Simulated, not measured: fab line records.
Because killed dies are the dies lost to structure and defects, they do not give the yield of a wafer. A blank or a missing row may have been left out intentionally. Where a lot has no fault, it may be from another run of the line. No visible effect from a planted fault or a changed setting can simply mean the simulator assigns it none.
Split-lot experiment    flow berkeleyCmos170    23 wafers read across 5 lots, on a route 331 steps long

## THE SPLIT ITSELF
At UCB170_M2_PEB_13, the setting pebTempC was moved away from the recipe's 130 C on 6 of the 23 wafers read, by +2.2% to +2.4%. This setting was run at the recipe's value on the other wafers.

## FROM THE SPLIT TO THE READING: what the file shows between them, 5 steps
- UCB170_M2_DEVELOP_14: develop time 45 s
- UCB170_M2_CD_MEAS_15: target cd 700 nm
- UCB170_M2_ETCH_17: etches BARC in N2/H2
- UCB170_M2_METAL_ETCH_18: etches Al in Cl2/BCl3, stops on SiO2, target depth 1170 nm, time 195 s (also split here: timeS)
- UCB170_M2_STRIP_19: strips in O2

## THE READING
cdNm, in nm, at UCB170_M2_CD_MEAS_90 (target cd 700 nm). Typical for fault-free wafers on this fab line: 699 nm, with standard deviation 3.3 nm.

wafer   tool, chamber at the split  pebTempC as run, C  against the recipe  cdNm, nm  against lot-mates on the recipe
L078.1  lithoTrack-03, 0            130                 recipe              699       -
L078.3  lithoTrack-03, 0            130                 recipe              703       -
L078.4  lithoTrack-03, 0            130                 recipe              695       -
L078.5  lithoTrack-03, 0            130                 recipe              702       -
L078.6  lithoTrack-03, 0            130                 recipe              695       -
L079.1  lithoTrack-01, 0            130                 recipe              704       -
L079.2  lithoTrack-01, 0            130                 recipe              702       -
L079.3  lithoTrack-01, 0            130                 recipe              694       -
L079.4  lithoTrack-01, 0            130                 recipe              703       -
L079.5  lithoTrack-01, 0            130                 recipe              697       -
L080.1  lithoTrack-01, 0            130                 recipe              701       -
L080.4  lithoTrack-01, 0            130                 recipe              696       -
L080.6  lithoTrack-01, 0            130                 recipe              699       -
L081.2  lithoTrack-01, 0            132.9               +2.2%               685       -16
L081.3  lithoTrack-01, 0            130                 recipe              700       -
L081.4  lithoTrack-01, 0            132.9               +2.2%               683       -18
L081.5  lithoTrack-01, 0            130                 recipe              703       -
L081.6  lithoTrack-01, 0            132.9               +2.2%               685       -16
L083.1  lithoTrack-01, 0            133.1               +2.4%               680       -18
L083.3  lithoTrack-01, 0            130                 recipe              695       -
L083.4  lithoTrack-01, 0            133.1               +2.4%               684       -14
L083.5  lithoTrack-01, 0            133.1               +2.4%               676       -22
L083.6  lithoTrack-01, 0            130                 recipe              700       -

THE FIT
A straight line over all 23 wafers: cdNm changes by -7.45 nm for each +1% of pebTempC; r = -0.92; the points scatter about the line by 3.3 nm.
The same after taking each lot's own level away (the mean of its wafers on the recipe; 23 wafers): -7.5 nm for each +1%; r = -0.93; scatter 3.1 nm.
Per that fit: largest pebTempC move, reading shift of 18 nm.
From 697.5 to 701.5 nm: that is the span of the lots' own levels, equal to 1.2 times the standard deviation above.
The two slopes are in agreement: the lot-to-lot level therefore moves the slope only a little.
Check: for one of the wafers moved furthest among these (+2.4%), held out of the fit, the line's prediction against its lot-mates is -18 nm. Against them it came out at -17.5 nm.

## ADDITIONAL SPLITS CARRIED BY THESE WAFERS
Note: prior to the reading, these wafers also went through further splits. Each is held against what the fit with the lots' levels taken away leaves over:
other split on the same wafers      wafers away from the commonest value  r with cdNm (lot level and that fit taken away)
UCB170_NSD_COAT_01 resistThkNm      5                                     +0.03
UCB170_SILICIDE_SPUTTER_01 powerW   8                                     +0.18
UCB170_CONTACT_COAT_04 resistThkNm  7                                     +0.20
UCB170_M1_EXPOSE_06 doseMj          11                                    +0.12
UCB170_M2_METAL_ETCH_18 timeS       9                                     -0.48

## THE WHOLE CHAIN: every reading that the file lists as answering this split, in the file's order
step                     what it does                                                            reading                                                   change (the file's fit)               r (the file's)
UCB170_M2_CD_MEAS_15     target cd 700 nm                                                        cdNm                                                      -7.92 nm for each +1% of the setting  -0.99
UCB170_M2_ETCH_17        etches BARC in N2/H2                                                    M2.cdNm (the simulator's own value, which no gauge read)  -8.02 nm for each +1% of the setting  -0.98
UCB170_M2_METAL_ETCH_18  etches Al in Cl2/BCl3, stops on SiO2, target depth 1170 nm, time 195 s  M2.cdNm (the simulator's own value, which no gauge read)  -7.71 nm for each +1% of the setting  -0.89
UCB170_M2_CD_MEAS_90     target cd 700 nm                                                        cdNm                                                      -7.66 nm for each +1% of the setting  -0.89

## THE FILE'S OWN FIT
cdNm changes by -7.66 nm for each +1% of pebTempC, r = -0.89.
